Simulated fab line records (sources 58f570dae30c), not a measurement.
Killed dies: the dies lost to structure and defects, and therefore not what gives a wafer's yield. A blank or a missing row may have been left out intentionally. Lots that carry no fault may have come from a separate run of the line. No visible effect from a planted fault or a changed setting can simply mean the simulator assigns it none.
What tool caused it? :: flow berkeleyCmos170 :: route of 331 steps, sampled at 1 step: 14 lots, 42 wafers

## WHAT EACH GAUGE READ, for each wafer
The record holds no reading of a measuring or inspecting step that can be judged against a usual standard deviation.

## EACH LOT AND THE TOOL THAT RAN IT (in order: tool; ch and the chambers of the sampled wafers; start)
lot: L120
UCB170_V2_DEVELOP_11: lithoTrack-01 ch 0, day 8 04:00

lot: L121
UCB170_V2_DEVELOP_11: lithoTrack-03 ch 0, day 8 04:00

lot: L123
UCB170_V2_DEVELOP_11: lithoTrack-03 ch 0, day 8 14:00

lot: L132
UCB170_V2_DEVELOP_11: lithoTrack-01 ch 0, day 10 09:00

lot: L130
UCB170_V2_DEVELOP_11: lithoTrack-01, day 10 10:00

lot: L133
UCB170_V2_DEVELOP_11: lithoTrack-03, day 10 21:00

lot: L135
UCB170_V2_DEVELOP_11: lithoTrack-02 ch 0, day 10 22:00

lot: L138
UCB170_V2_DEVELOP_11: lithoTrack-02 ch 0, day 11 05:00

lot: L136
UCB170_V2_DEVELOP_11: lithoTrack-01 ch 0, day 11 05:00

lot: L134
UCB170_V2_DEVELOP_11: lithoTrack-02 ch 0, day 11 05:00

lot: L139
UCB170_V2_DEVELOP_11: lithoTrack-01 ch 0, day 11 07:00

lot: L140
UCB170_V2_DEVELOP_11: lithoTrack-03 ch 0, day 12 08:00

lot: L141
UCB170_V2_DEVELOP_11: lithoTrack-02 ch 0, day 12 16:00

lot: L143
UCB170_V2_DEVELOP_11: lithoTrack-03 ch 0, day 13 03:00
- UCB170_V2_DEVELOP_11: develop time 45 s.

## WHAT THE TOOLS THEMSELVES READ (means of the sampled wafers that have a number; where no wafer has one, the mark that the record gives instead)
UCB170_V2_DEVELOP_11.
lot: L120
tool: lithoTrack-01
chillPlateTempC (C): 23.09

lot: L121
tool: lithoTrack-03
chillPlateTempC (C): 22.96

lot: L123
tool: lithoTrack-03
chillPlateTempC (C): 22.85

lot: L132
tool: lithoTrack-01
chillPlateTempC (C): 22.95

lot: L130
tool: lithoTrack-01
chillPlateTempC (C): -

lot: L133
tool: lithoTrack-03
chillPlateTempC (C): -

lot: L135
tool: lithoTrack-02
chillPlateTempC (C): 23.01

lot: L138
tool: lithoTrack-02
chillPlateTempC (C): 22.94

lot: L136
tool: lithoTrack-01
chillPlateTempC (C): 22.89

lot: L134
tool: lithoTrack-02
chillPlateTempC (C): 22.79

lot: L139
tool: lithoTrack-01
chillPlateTempC (C): 22.99

lot: L140
tool: lithoTrack-03
chillPlateTempC (C): 23.02

lot: L141
tool: lithoTrack-02
chillPlateTempC (C): 23.02

lot: L143
tool: lithoTrack-03
chillPlateTempC (C): 22.96

## THE ANSWER, worked out from the rows above alone
Rule: usual is defined by the lots themselves. The widest of any qualifying gaps counts: lots, ordered by their means at a reading, are off when they make up no more than a third of the lots, leave a main group of 4 or more, and stand apart from it by 3 or more times the standard deviation of that group's means. A main group whose means are all the same, to the digits that the tables above print for the reading, isn't used. A lot without any number at a reading at which 4 lots or more have one is off too. The other lots that the step has rows for count as sound. After the gauges, taken in route order, come the tools' own readings; for these a lot's mean is taken, as printed above. The first step at which some lot is off is used, and at that step the reading that is off furthest; a lot without a number counts as furthest.
Off, at UCB170_V2_DEVELOP_11 on chillPlateTempC: L130, L133. Without a number there: L130, L133. The main group: mean 22.96 C, standard deviation 0.078.
A tool fits if, at that step or a process step before it, it ran every lot that is off, and no sound lot after the first of them. Not one of the candidates tried fits.

## WHAT THE SIMULATOR HAD INSERTED
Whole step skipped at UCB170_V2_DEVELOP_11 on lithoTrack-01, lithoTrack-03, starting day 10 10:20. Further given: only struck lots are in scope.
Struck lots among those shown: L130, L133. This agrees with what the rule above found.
